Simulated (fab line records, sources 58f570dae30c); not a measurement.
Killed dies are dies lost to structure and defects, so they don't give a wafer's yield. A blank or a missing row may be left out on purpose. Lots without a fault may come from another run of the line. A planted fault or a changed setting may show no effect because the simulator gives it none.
One fault seen from 2 desks | flow berkeley_cmos170 | each desk has only its own numbers; what lay behind them comes last

THE TOOL OWNER'S DESK: plasma_asher-04
The tool's own readings at UCB170_PVT_STRIP_08 (strips in O2): means of the sampled wafers that have a number, for each lot that ran on this tool. A lot is out of limits, marked OUT, if its mean lies more than 4 standard deviations from the usual mean; the brackets give that distance.
Columns: A = drypump_motor_current_A at UCB170_PVT_STRIP_08, usual 5.9 A; B = o2_flow_sccm at UCB170_PVT_STRIP_08, usual 400.2 sccm; C = oes_product_au at UCB170_PVT_STRIP_08, usual 0.734 a.u.; D = strip_time_to_endpoint_s at UCB170_PVT_STRIP_08, usual 21.63 s
lot  | first seen here | A   | B                       | C                | D
L625 | day 6 06:16     | 6.1 | 400.8                   | 0.734            | 21.59
L627 | day 6 17:41     | 6.1 | 400.4                   | 0.733            | 21.64
L631 | day 7 03:31     | 6.2 | 400.1                   | 0.734            | 21.61
L629 | day 7 03:43     | 5.7 | 400.0                   | 0.733            | 21.66
L632 | day 7 20:35     | 5.7 | 399.9                   | 0.734            | 21.60
L638 | day 8 15:22     | 5.3 | 601.8 (+99 or more) OUT | 0.761 (+6.7) OUT | 20.55 (-16) OUT
L641 | day 8 22:50     | 6.1 | 600.0 (+99 or more) OUT | 0.759 (+6.1) OUT | 20.57 (-16) OUT
This desk's finding: out of limits on L638, L641; first on L638, day 8 15:22 (o2_flow_sccm at UCB170_PVT_STRIP_08). In limits: L625, L627, L631, L629, L632.

THE METROLOGY DESK
What the gauges read, lot by lot, whatever tool the lot ran on: means of the sampled wafers that have a number. A lot is out of limits, marked OUT, if its mean lies more than 4 standard deviations from the usual mean; the brackets give that distance.
Columns: A = START_OXIDE_THK at UCB170_START_THK_MEAS_03, usual 20.1 nm; B = ACTIVE_OXIDE_THK at UCB170_ACTIVE_THK_MEAS_03, usual 26.2 nm; C = PLDD_TW at UCB170_PLDD_TW_MEAS_11, usual 1009
lot  | first seen here | A    | B    | C
L624 | day 1 15:06     | 20.5 | 26.4 | 1006
L625 | day 1 20:27     | 20.7 | 26.4 | 1008
L626 | day 2 00:26     | 20.0 | 26.4 | 1006
L627 | day 2 06:19     | 20.4 | 26.1 | 1010
L628 | day 2 10:46     | 20.0 | 26.3 | 1009
L630 | day 2 17:46     | 20.5 | 25.7 | 1007
L629 | day 2 17:47     | 20.3 | 26.7 | 999
L631 | day 3 01:42     | 20.4 | 26.2 | 1000
L632 | day 3 10:17     | 20.2 | 26.3 | 1009
L638 | day 4 13:36     | 20.0 | 26.2 | 1020
L639 | day 4 17:35     | 19.9 | 25.9 | 1018
L641 | day 5 05:39     | 19.7 | 26.5 | 1008
L644 | day 5 19:10     | 20.6 | 26.5 | 1009
L647 | day 6 08:18     | 19.9 | 25.1 | 1013
This desk's finding: nothing out of limits on any of the 14 lots.

PUT TOGETHER
The tool owner's desk could have raised an alarm at day 8 15:22, on L638, L641.
The metrology desk saw nothing out of limits.
The metrology desk has L638, L641 on record, within its limits.
Of the lots named, all ran UCB170_PVT_STRIP_08 on plasma_asher-04.

WHAT THE SIMULATOR HAD PUT IN
Process parameter drift: plasma_asher-04, from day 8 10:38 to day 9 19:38, at UCB170_PVT_STRIP_08. Setting o2_flow_sccm, moved by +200, from 400. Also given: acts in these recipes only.
Lots struck among those shown: L638, L641.
Hours from the fault's start to each desk's first reading out of limits: the tool owner's desk, 5.
